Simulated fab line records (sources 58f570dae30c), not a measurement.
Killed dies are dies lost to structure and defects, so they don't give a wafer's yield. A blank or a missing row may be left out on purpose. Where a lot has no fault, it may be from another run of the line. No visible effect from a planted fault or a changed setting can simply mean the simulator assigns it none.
fab line records || flow berkeleyCmos170 || part 2 of 2: steps 30 to 42 of 42
record: {"lots": 5, "wafers": 15, "lastDay": 9}
route steps=331 shown CONTACT@225 M1@238 V1@254
lots that met no fault: taken from a fault-free run of the same line
startH: hours from the record's opening day to when the first of the lot's shown wafers began || waitH: hours from the lot's prior step to this one || " repeats the value in the row above || L1.1+2: one row covering several wafers at once || - no value, or no start given || * or withheld: withheld || < > ~ a bound
route shown NAME@n: NAME is a module with steps in the file, n the number in the route of the first one || usual: mean/standard deviation of fault-free wafers || same: alike in all rows || chamber/n: place in a boat || sites: each site's reading || _std_site: the values' standard deviation || _edge_site: the outer-site mean with the inner-site mean subtracted || radiusMm: how far each site lies from the wafer's centre || mask NAME#n: copy n || behind: the most recent tool/chamber to have shaped the wafer || hold: why the lot was held/for how many hours/how that ended || device: the transistor (n, p or np) that didn't switch || end of line: tests of these same wafers at the route's end || for a step that has no rows: nothing shown but its recipe || killed: count of dies lost to structure and defects at first sort (not the wafer's yield) || map: a wafer's dies, marking killed ones x, the rest . and places with no die _
set.NAME: setting as actually run; set.NAME@STEP: the setting as run at that earlier step || model.NAME: the simulator's own value behind a step, which no gauge read
lots at selected steps of the route; one table per step, one row per wafer
services: a tool's chamber out of use, with start hour (startH, from the record's first day; less than 0 if before it), hours out, and reason
== steps ==
step: UCB170_V1_CVD_00
recipe: {"material": "SiO2", "targetThkNm": 2000, "tempC": 390, "precursor": "TEOS/O2", "timeS": 250, "rfW": 550, "pressureMtorr": 9000}
usual: {"heaterPowerW": "232/48"}
same: {"timeS": 250}
{"lot.wafer": "L079.1", "tool": "pecvd-03", "chamber": 0, "startH": 161.42, "waitH": 0.0, "heaterPowerW": 300, "sinceWetCleanH": 347}
{"lot.wafer": "L079.2", "tool": "pecvd-03", "chamber": 1, "startH": 161.42, "waitH": 0.0, "heaterPowerW": 221, "sinceWetCleanH": 347}
{"lot.wafer": "L079.4", "tool": "pecvd-03", "chamber": 0, "startH": 161.42, "waitH": 0.0, "heaterPowerW": 212, "sinceWetCleanH": "-"}
{"lot.wafer": "L078.1", "tool": "pecvd-02", "chamber": 0, "startH": 161.57, "waitH": 0.2, "heaterPowerW": 247, "sinceWetCleanH": 240}
{"lot.wafer": "L078.3", "tool": "pecvd-02", "chamber": 1, "startH": 161.57, "waitH": 0.2, "heaterPowerW": 188, "sinceWetCleanH": 240}
{"lot.wafer": "L078.6", "tool": "pecvd-02", "chamber": 0, "startH": 161.57, "waitH": 0.2, "heaterPowerW": 293, "sinceWetCleanH": "-"}
{"lot.wafer": "L081.3", "tool": "pecvd-04", "chamber": 1, "startH": 184.51, "waitH": 0.0, "heaterPowerW": 176, "sinceWetCleanH": 156}
{"lot.wafer": "L081.4", "tool": "pecvd-04", "chamber": 1, "startH": 184.51, "waitH": 0.0, "heaterPowerW": 226, "sinceWetCleanH": "-"}
{"lot.wafer": "L081.5", "tool": "pecvd-04", "chamber": 2, "startH": 184.51, "waitH": 0.0, "heaterPowerW": 296, "sinceWetCleanH": "-"}
{"lot.wafer": "L084.1", "tool": "pecvd-03", "chamber": 2, "startH": 200.86, "waitH": 0.0, "heaterPowerW": 200, "sinceWetCleanH": 386}
{"lot.wafer": "L084.3", "tool": "pecvd-03", "chamber": 0, "startH": 200.86, "waitH": 0.0, "heaterPowerW": 238, "sinceWetCleanH": 386}
{"lot.wafer": "L084.6", "tool": "pecvd-03", "chamber": 0, "startH": 200.86, "waitH": 0.0, "heaterPowerW": 303, "sinceWetCleanH": "-"}
{"lot.wafer": "L085.3", "tool": "pecvd-02", "chamber": 0, "startH": 201.02, "waitH": 0.2, "heaterPowerW": 294, "sinceWetCleanH": 280}
{"lot.wafer": "L085.4", "tool": "pecvd-02", "chamber": 2, "startH": 201.02, "waitH": 0.2, "heaterPowerW": 229, "sinceWetCleanH": "-"}
{"lot.wafer": "L085.5", "tool": "pecvd-02", "chamber": 0, "startH": 201.02, "waitH": 0.2, "heaterPowerW": 198, "sinceWetCleanH": "-"}
step: UCB170_V1_THK_MEAS_01
recipe: {"reads": "SiO2_of_V1_CVD_00"}
usual: {"V1_TEOS_THK": "2006/30"}
{"lot.wafer": "L079.1", "tool": "filmMetro-03", "chamber": "-", "startH": 161.57, "waitH": 0.1, "V1_TEOS_THK[nm]": 1959}
{"lot.wafer": "L079.2", "tool": "filmMetro-03", "chamber": "-", "startH": 161.57, "waitH": 0.1, "V1_TEOS_THK[nm]": 1956}
{"lot.wafer": "L079.4", "tool": "filmMetro-03", "chamber": "-", "startH": 161.57, "waitH": 0.1, "V1_TEOS_THK[nm]": 2006}
{"lot.wafer": "L078.1", "tool": "filmMetro-03", "chamber": "-", "startH": 161.73, "waitH": 0.1, "V1_TEOS_THK[nm]": 2031}
{"lot.wafer": "L078.3", "tool": "filmMetro-03", "chamber": "-", "startH": 161.73, "waitH": 0.1, "V1_TEOS_THK[nm]": 1996}
{"lot.wafer": "L078.6", "tool": "filmMetro-03", "chamber": "-", "startH": 161.73, "waitH": 0.1, "V1_TEOS_THK[nm]": 2039}
{"lot.wafer": "L081.3", "tool": "filmMetro-04", "chamber": "-", "startH": 184.69, "waitH": 0.1, "V1_TEOS_THK[nm]": 2001}
{"lot.wafer": "L081.4", "tool": "filmMetro-04", "chamber": "-", "startH": 184.69, "waitH": 0.1, "V1_TEOS_THK[nm]": 2045}
{"lot.wafer": "L081.5", "tool": "filmMetro-04", "chamber": "-", "startH": 184.69, "waitH": 0.1, "V1_TEOS_THK[nm]": 2038}
{"lot.wafer": "L084.1", "tool": "filmMetro-03", "chamber": "-", "startH": 201.02, "waitH": 0.1, "V1_TEOS_THK[nm]": 1963}
{"lot.wafer": "L084.3", "tool": "filmMetro-03", "chamber": "-", "startH": 201.02, "waitH": 0.1, "V1_TEOS_THK[nm]": 1970}
{"lot.wafer": "L084.6", "tool": "filmMetro-03", "chamber": "-", "startH": 201.02, "waitH": 0.1, "V1_TEOS_THK[nm]": 1973}
{"lot.wafer": "L085.3", "tool": "filmMetro-01", "chamber": "-", "startH": 201.19, "waitH": 0.1, "V1_TEOS_THK[nm]": 2021}
{"lot.wafer": "L085.4", "tool": "filmMetro-01", "chamber": "-", "startH": 201.19, "waitH": 0.1, "V1_TEOS_THK[nm]": 2054}
{"lot.wafer": "L085.5", "tool": "filmMetro-01", "chamber": "-", "startH": 201.19, "waitH": 0.1, "V1_TEOS_THK[nm]": 2037}
step: UCB170_V1_CMP_02
recipe: {"material": "SiO2", "downForcePsi": 6, "platenRpm": 60, "padVelocityMS": 0.75398}
usual: {"motorCurrentA": "16.7/1.5", "platenRpm": "60.00/0.043", "retainingRingPressureFrac": "1.000/0.0052"}
{"lot.wafer": "L079.1", "tool": "cmp-02", "chamber": 1, "startH": 161.63, "waitH": 0.1, "motorCurrentA": 15.4, "platenRpm": 60.00, "retainingRingPressureFrac": 0.995}
{"lot.wafer": "L079.2", "tool": "cmp-02", "chamber": 3, "startH": 161.63, "waitH": 0.1, "motorCurrentA": 17.1, "platenRpm": 60.01, "retainingRingPressureFrac": 1.010}
{"lot.wafer": "L079.4", "tool": "cmp-02", "chamber": 0, "startH": 161.63, "waitH": 0.1, "motorCurrentA": 15.6, "platenRpm": 60.06, "retainingRingPressureFrac": 0.993}
{"lot.wafer": "L078.1", "tool": "cmp-01", "chamber": 1, "startH": 161.93, "waitH": 0.2, "motorCurrentA": 15.4, "platenRpm": 59.97, "retainingRingPressureFrac": 0.993}
{"lot.wafer": "L078.3", "tool": "cmp-01", "chamber": 2, "startH": 161.93, "waitH": 0.2, "motorCurrentA": 18.9, "platenRpm": 60.00, "retainingRingPressureFrac": 1.006}
{"lot.wafer": "L078.6", "tool": "cmp-01", "chamber": 2, "startH": 161.93, "waitH": 0.2, "motorCurrentA": 18.6, "platenRpm": 60.07, "retainingRingPressureFrac": 0.996}
{"lot.wafer": "L081.4", "tool": "cmp-01", "chamber": 3, "startH": 184.83, "waitH": 0.1, "motorCurrentA": 16.1, "platenRpm": 59.96, "retainingRingPressureFrac": 1.006}
{"lot.wafer": "L081.3", "tool": "cmp-01", "chamber": 0, "startH": 184.83, "waitH": 0.1, "motorCurrentA": 18.5, "platenRpm": 60.02, "retainingRingPressureFrac": 0.994}
{"lot.wafer": "L081.5", "tool": "cmp-01", "chamber": 2, "startH": 184.83, "waitH": 0.1, "motorCurrentA": 19.6, "platenRpm": 60.01, "retainingRingPressureFrac": 0.997}
{"lot.wafer": "L084.3", "tool": "cmp-02", "chamber": 3, "startH": 204.54, "waitH": 3.5, "motorCurrentA": 16.8, "platenRpm": 60.02, "retainingRingPressureFrac": 1.005}
{"lot.wafer": "L084.1", "tool": "cmp-02", "chamber": 1, "startH": 204.54, "waitH": 3.5, "motorCurrentA": 16.4, "platenRpm": 59.95, "retainingRingPressureFrac": 0.995}
{"lot.wafer": "L084.6", "tool": "cmp-02", "chamber": 2, "startH": 204.54, "waitH": 3.5, "motorCurrentA": 16.0, "platenRpm": 60.07, "retainingRingPressureFrac": 0.990}
{"lot.wafer": "L085.3", "tool": "cmp-02", "chamber": 0, "startH": 205.09, "waitH": 3.9, "motorCurrentA": 15.8, "platenRpm": 59.93, "retainingRingPressureFrac": 1.003}
{"lot.wafer": "L085.4", "tool": "cmp-02", "chamber": 3, "startH": 205.09, "waitH": 3.9, "motorCurrentA": 17.3, "platenRpm": 59.96, "retainingRingPressureFrac": 1.001}
{"lot.wafer": "L085.5", "tool": "cmp-02", "chamber": 0, "startH": 205.09, "waitH": 3.9, "motorCurrentA": 16.4, "platenRpm": 60.03, "retainingRingPressureFrac": 0.995}
step: UCB170_V1_BOW_MEAS_03
recipe: {"mode": "bow"}
usual: {"V1_BOW": "20/6.8"}
{"lot.wafer": "L079.1", "tool": "filmMetro-04", "chamber": "-", "startH": 161.93, "waitH": 0.2, "V1_BOW[um]": 21}
{"lot.wafer": "L079.2", "tool": "filmMetro-04", "chamber": "-", "startH": 161.93, "waitH": 0.2, "V1_BOW[um]": 23}
{"lot.wafer": "L079.4", "tool": "filmMetro-04", "chamber": "-", "startH": 161.93, "waitH": 0.2, "V1_BOW[um]": 12}
{"lot.wafer": "L078.1", "tool": "filmMetro-01", "chamber": "-", "startH": 162.23, "waitH": 0.2, "V1_BOW[um]": 18}
{"lot.wafer": "L078.3", "tool": "filmMetro-01", "chamber": "-", "startH": 162.23, "waitH": 0.2, "V1_BOW[um]": 21}
{"lot.wafer": "L078.6", "tool": "filmMetro-01", "chamber": "-", "startH": 162.23, "waitH": 0.2, "V1_BOW[um]": 24}
{"lot.wafer": "L081.3", "tool": "filmMetro-04", "chamber": "-", "startH": 185.07, "waitH": 0.1, "V1_BOW[um]": 22}
{"lot.wafer": "L081.4", "tool": "filmMetro-04", "chamber": "-", "startH": 185.07, "waitH": 0.1, "V1_BOW[um]": 9}
{"lot.wafer": "L081.5", "tool": "filmMetro-04", "chamber": "-", "startH": 185.07, "waitH": 0.1, "V1_BOW[um]": 24}
{"lot.wafer": "L084.1", "tool": "filmMetro-03", "chamber": "-", "startH": 204.79, "waitH": 0.1, "V1_BOW[um]": 6}
{"lot.wafer": "L084.3", "tool": "filmMetro-03", "chamber": "-", "startH": 204.79, "waitH": 0.1, "V1_BOW[um]": 29}
{"lot.wafer": "L084.6", "tool": "filmMetro-03", "chamber": "-", "startH": 204.79, "waitH": 0.1, "V1_BOW[um]": 18}
{"lot.wafer": "L085.3", "tool": "filmMetro-04", "chamber": "-", "startH": 205.43, "waitH": 0.3, "V1_BOW[um]": 43}
{"lot.wafer": "L085.4", "tool": "filmMetro-04", "chamber": "-", "startH": 205.43, "waitH": 0.3, "V1_BOW[um]": 24}
{"lot.wafer": "L085.5", "tool": "filmMetro-04", "chamber": "-", "startH": 205.43, "waitH": 0.3, "V1_BOW[um]": 22}
step: UCB170_V1_THK_MEAS_04
recipe: {"reads": "SiO2_of_V1_CVD_00"}
usual: {"V1_POLISHED_THK": "1000.1/1.5"}
{"lot.wafer": "L079.1", "tool": "filmMetro-04", "chamber": "-", "startH": 162.05, "waitH": 0.1, "V1_POLISHED_THK[nm]": 998.1}
{"lot.wafer": "L079.2", "tool": "filmMetro-04", "chamber": "-", "startH": 162.05, "waitH": 0.1, "V1_POLISHED_THK[nm]": 999.8}
{"lot.wafer": "L079.4", "tool": "filmMetro-04", "chamber": "-", "startH": 162.05, "waitH": 0.1, "V1_POLISHED_THK[nm]": 1001.6}
{"lot.wafer": "L078.1", "tool": "filmMetro-01", "chamber": "-", "startH": 162.35, "waitH": 0.1, "V1_POLISHED_THK[nm]": 1000.4}
{"lot.wafer": "L078.3", "tool": "filmMetro-01", "chamber": "-", "startH": 162.35, "waitH": 0.1, "V1_POLISHED_THK[nm]": 1001.2}
{"lot.wafer": "L078.6", "tool": "filmMetro-01", "chamber": "-", "startH": 162.35, "waitH": 0.1, "V1_POLISHED_THK[nm]": 1003.5}
{"lot.wafer": "L081.3", "tool": "filmMetro-04", "chamber": "-", "startH": 185.17, "waitH": 0.1, "V1_POLISHED_THK[nm]": 999.8}
{"lot.wafer": "L081.4", "tool": "filmMetro-04", "chamber": "-", "startH": 185.17, "waitH": 0.1, "V1_POLISHED_THK[nm]": 1000.3}
{"lot.wafer": "L081.5", "tool": "filmMetro-04", "chamber": "-", "startH": 185.17, "waitH": 0.1, "V1_POLISHED_THK[nm]": 1002.6}
{"lot.wafer": "L084.1", "tool": "filmMetro-03", "chamber": "-", "startH": 204.91, "waitH": 0.1, "V1_POLISHED_THK[nm]": 999.4}
{"lot.wafer": "L084.3", "tool": "filmMetro-03", "chamber": "-", "startH": 204.91, "waitH": 0.1, "V1_POLISHED_THK[nm]": 999.6}
{"lot.wafer": "L084.6", "tool": "filmMetro-03", "chamber": "-", "startH": 204.91, "waitH": 0.1, "V1_POLISHED_THK[nm]": 1000.5}
{"lot.wafer": "L085.3", "tool": "filmMetro-04", "chamber": "-", "startH": 205.53, "waitH": 0.1, "V1_POLISHED_THK[nm]": 1000.3}
{"lot.wafer": "L085.4", "tool": "filmMetro-04", "chamber": "-", "startH": 205.53, "waitH": 0.1, "V1_POLISHED_THK[nm]": 1000.3}
{"lot.wafer": "L085.5", "tool": "filmMetro-04", "chamber": "-", "startH": 205.53, "waitH": 0.1, "V1_POLISHED_THK[nm]": 1002.2}
step: UCB170_V1_CLEAN_05
recipe: {"chemistry": "DIW"}
{"lot.wafer": "L079.1+2+4", "tool": "wetBench-03", "chamber": 0, "startH": 162.11, "waitH": 0.1}
{"lot.wafer": "L078.1+3+6", "tool": "wetBench-03", "chamber": 1, "startH": 162.46, "waitH": 0.1}
{"lot.wafer": "L081.3+4+5", "tool": "wetBench-03", "chamber": 3, "startH": 185.21, "waitH": 0.0}
{"lot.wafer": "L084.1+3+6", "tool": "wetBench-02", "chamber": 3, "startH": 204.99, "waitH": 0.1}
{"lot.wafer": "L085.3+4+5", "tool": "wetBench-03", "chamber": 0, "startH": 205.57, "waitH": 0.0}
step: UCB170_V1_HMDS_06
recipe: {"primeTimeS": 60, "primeTempC": 100}
{"lot.wafer": "L079.1+2+4", "tool": "lithoTrack-01", "chamber": 0, "startH": 162.39, "waitH": 0.1}
{"lot.wafer": "L078.1+3+6", "tool": "lithoTrack-02", "chamber": 0, "startH": 162.71, "waitH": 0.1}
{"lot.wafer": "L081.3+4+5", "tool": "lithoTrack-04", "chamber": 0, "startH": 185.43, "waitH": 0.1}
{"lot.wafer": "L084.1+3+6", "tool": "lithoTrack-04", "chamber": 0, "startH": 205.30, "waitH": 0.1}
{"lot.wafer": "L085.3+4+5", "tool": "lithoTrack-04", "chamber": 0, "startH": 206.07, "waitH": 0.3}
step: UCB170_V1_COAT_07
recipe: {"resist": "KrF", "spinRpm": 1500, "resistThkNm": 900}
{"lot.wafer": "L079.1+2+4", "tool": "lithoTrack-01", "chamber": 0, "startH": 162.54, "waitH": 0.1}
{"lot.wafer": "L078.1+3+6", "tool": "lithoTrack-02", "chamber": 0, "startH": 162.86, "waitH": 0.1}
{"lot.wafer": "L081.3+4+5", "tool": "lithoTrack-04", "chamber": 0, "startH": 185.58, "waitH": 0.1}
{"lot.wafer": "L084.1+3+6", "tool": "lithoTrack-04", "chamber": 0, "startH": 205.45, "waitH": 0.1}
{"lot.wafer": "L085.3+4+5", "tool": "lithoTrack-04", "chamber": 0, "startH": 206.22, "waitH": 0.1}
step: UCB170_V1_SOFTBAKE_08
recipe: {"resist": "KrF", "tempC": 130, "timeS": 60}
same: {"timeS": 60}
{"lot.wafer": "L079.1+2+4", "tool": "lithoTrack-01", "chamber": 0, "startH": 162.69, "waitH": 0.1}
{"lot.wafer": "L078.1+3+6", "tool": "lithoTrack-02", "chamber": 0, "startH": 163.01, "waitH": 0.1}
{"lot.wafer": "L081.3+4+5", "tool": "lithoTrack-04", "chamber": 0, "startH": 185.73, "waitH": 0.1}
{"lot.wafer": "L084.1+3+6", "tool": "lithoTrack-04", "chamber": 0, "startH": 205.60, "waitH": 0.1}
{"lot.wafer": "L085.3+4+5", "tool": "lithoTrack-04", "chamber": 0, "startH": 206.37, "waitH": 0.1}
step: UCB170_V1_EXPOSE_09
recipe: {"maskId": "VIA1", "targetCdNm": 700, "na": 0.5, "sigmaOuter": 0.6, "sourceShape": "conventional", "doseMj": 37}
{"lot.wafer": "L079.1+2+4", "tool": "krfScanner-01", "chamber": 0, "startH": 163.07, "waitH": 0.4, "mask": "VIA1#0"}
{"lot.wafer": "L078.1+3+6", "tool": "krfScanner-02", "chamber": 0, "startH": 163.31, "waitH": 0.3, "mask": "VIA1#0"}
{"lot.wafer": "L081.3+4+5", "tool": "krfScanner-02", "chamber": 0, "startH": 185.99, "waitH": 0.2, "mask": "VIA1#0"}
{"lot.wafer": "L084.1+3+6", "tool": "krfScanner-01", "chamber": 0, "startH": 205.75, "waitH": 0.1, "mask": "VIA1#0"}
{"lot.wafer": "L085.3+4+5", "tool": "krfScanner-01", "chamber": 0, "startH": 206.51, "waitH": 0.1, "mask": "VIA1#0"}
step: UCB170_V1_PEB_10
recipe: {"pebTempC": 130, "pebTimeS": "withheld", "resist": "KrF"}
{"lot.wafer": "L079.1+2+4", "tool": "lithoTrack-02", "chamber": 0, "startH": 163.18, "waitH": 0.1}
{"lot.wafer": "L078.1+3+6", "tool": "lithoTrack-01", "chamber": 0, "startH": 163.43, "waitH": 0.1}
{"lot.wafer": "L081.3+4+5", "tool": "lithoTrack-04", "chamber": 0, "startH": 186.12, "waitH": 0.1}
{"lot.wafer": "L084.1+3+6", "tool": "lithoTrack-02", "chamber": 0, "startH": 206.24, "waitH": 0.5}
{"lot.wafer": "L085.3+4+5", "tool": "lithoTrack-02", "chamber": 0, "startH": 206.64, "waitH": 0.1}
step: UCB170_V1_DEVELOP_11
recipe: {"developer": "TMAH", "developTimeS": 45, "resist": "KrF", "devTempC": 21}
{"lot.wafer": "L079.1+2+4", "tool": "lithoTrack-02", "chamber": 0, "startH": "-", "waitH": "-"}
{"lot.wafer": "L078.1+3+6", "tool": "lithoTrack-01", "chamber": 0, "startH": "-", "waitH": "-"}
{"lot.wafer": "L081.3+4+5", "tool": "lithoTrack-04", "chamber": 0, "startH": "-", "waitH": "-"}
{"lot.wafer": "L084.1+3+6", "tool": "lithoTrack-02", "chamber": 0, "startH": "-", "waitH": "-"}
{"lot.wafer": "L085.3+4+5", "tool": "lithoTrack-02", "chamber": 0, "startH": "-", "waitH": "-"}
step: UCB170_V1_CD_MEAS_12
recipe: {"targetCdNm": 700}
usual: {"cdNm": "700.2/1.5"}
{"lot.wafer": "L079.1", "tool": "cdSem-01", "chamber": "-", "startH": 163.51, "waitH": "-", "cdNm": 701.8}
{"lot.wafer": "L079.2", "tool": "cdSem-01", "chamber": "-", "startH": 163.51, "waitH": "-", "cdNm": 700.9}
{"lot.wafer": "L079.4", "tool": "cdSem-01", "chamber": "-", "startH": 163.51, "waitH": "-", "cdNm": 700.8}
{"lot.wafer": "L078.1", "tool": "cdSem-01", "chamber": "-", "startH": 163.70, "waitH": "-", "cdNm": 700.8}
{"lot.wafer": "L078.3", "tool": "cdSem-01", "chamber": "-", "startH": 163.70, "waitH": "-", "cdNm": 700.4}
{"lot.wafer": "L078.6", "tool": "cdSem-01", "chamber": "-", "startH": 163.70, "waitH": "-", "cdNm": 699.9}
{"lot.wafer": "L081.3", "tool": "cdSem-01", "chamber": "-", "startH": 186.39, "waitH": "-", "cdNm": 700.5}
{"lot.wafer": "L081.4", "tool": "cdSem-01", "chamber": "-", "startH": 186.39, "waitH": "-", "cdNm": 701.5}
{"lot.wafer": "L081.5", "tool": "cdSem-01", "chamber": "-", "startH": 186.39, "waitH": "-", "cdNm": 700.8}
{"lot.wafer": "L084.1", "tool": "cdSem-01", "chamber": "-", "startH": 206.51, "waitH": "-", "cdNm": 700.2}
{"lot.wafer": "L084.3", "tool": "cdSem-01", "chamber": "-", "startH": 206.51, "waitH": "-", "cdNm": 701.0}
{"lot.wafer": "L084.6", "tool": "cdSem-01", "chamber": "-", "startH": 206.51, "waitH": "-", "cdNm": 700.2}
{"lot.wafer": "L085.3", "tool": "cdSem-02", "chamber": "-", "startH": 206.90, "waitH": "-", "cdNm": 699.1}
{"lot.wafer": "L085.4", "tool": "cdSem-02", "chamber": "-", "startH": 206.90, "waitH": "-", "cdNm": 699.1}
{"lot.wafer": "L085.5", "tool": "cdSem-02", "chamber": "-", "startH": 206.90, "waitH": "-", "cdNm": 700.0}
== services ==
{"tool": "pecvd-03", "chamber": 0, "startH": 129.87, "hours": 5.4, "kind": "repair"}
{"tool": "rieDiel-03", "chamber": "-", "startH": 133.05, "hours": 2.8, "kind": "pm"}
{"tool": "plasmaAsher-03", "chamber": "-", "startH": 135.26, "hours": 1.9, "kind": "repair"}
{"tool": "rieDiel-01", "chamber": 2, "startH": 136.23, "hours": "-", "kind": "clean"}
{"tool": "rieDiel-01", "chamber": 2, "startH": 136.23, "hours": 28.1, "kind": "scheduledDown"}
{"tool": "pecvd-04", "chamber": "-", "startH": 137.41, "hours": 1.7, "kind": "repair"}
{"tool": "pvdSputter-04", "chamber": "-", "startH": 143.17, "hours": 3.4, "kind": "repair"}
{"tool": "krfScanner-01", "chamber": "-", "startH": 148.36, "hours": 3.9, "kind": "repair"}
{"tool": "rieDiel-02", "chamber": 0, "startH": 153.53, "hours": 7.5, "kind": "repair"}
{"tool": "wetBench-03", "chamber": "-", "startH": 157.19, "hours": 4.8, "kind": "repair"}
{"tool": "pecvd-04", "chamber": "-", "startH": 157.71, "hours": 4.3, "kind": "pm"}
{"tool": "cmp-01", "chamber": "-", "startH": 158.94, "hours": 2.0, "kind": "repair"}
{"tool": "cmp-01", "chamber": "-", "startH": 162.51, "hours": 1.6, "kind": "repair"}
{"tool": "cmp-02", "chamber": "-", "startH": 164.31, "hours": 1.0, "kind": "repair"}
{"tool": "pvdSputter-01", "chamber": "-", "startH": 167.96, "hours": 1.8, "kind": "repair"}
{"tool": "cmp-02", "chamber": "-", "startH": 169.99, "hours": 34.2, "kind": "repair"}
{"tool": "krfScanner-01", "chamber": "-", "startH": 172.44, "hours": 1.0, "kind": "pm"}
{"tool": "pecvd-03", "chamber": "-", "startH": 173.47, "hours": 2.8, "kind": "pm"}
{"tool": "pvdSputter-02", "chamber": "-", "startH": 188.63, "hours": 1.7, "kind": "repair"}
{"tool": "pvdSputter-01", "chamber": "-", "startH": 194.75, "hours": 3.0, "kind": "repair"}
{"tool": "cmp-01", "chamber": "-", "startH": 198.55, "hours": 7.7, "kind": "pm"}
{"tool": "furnace-02", "chamber": "-", "startH": 200.04, "hours": 3.6, "kind": "pm"}
{"tool": "rieDiel-01", "chamber": 2, "startH": 203.79, "hours": 6.1, "kind": "repair"}
{"tool": "krfScanner-02", "chamber": "-", "startH": 205.97, "hours": 1.0, "kind": "pm"}
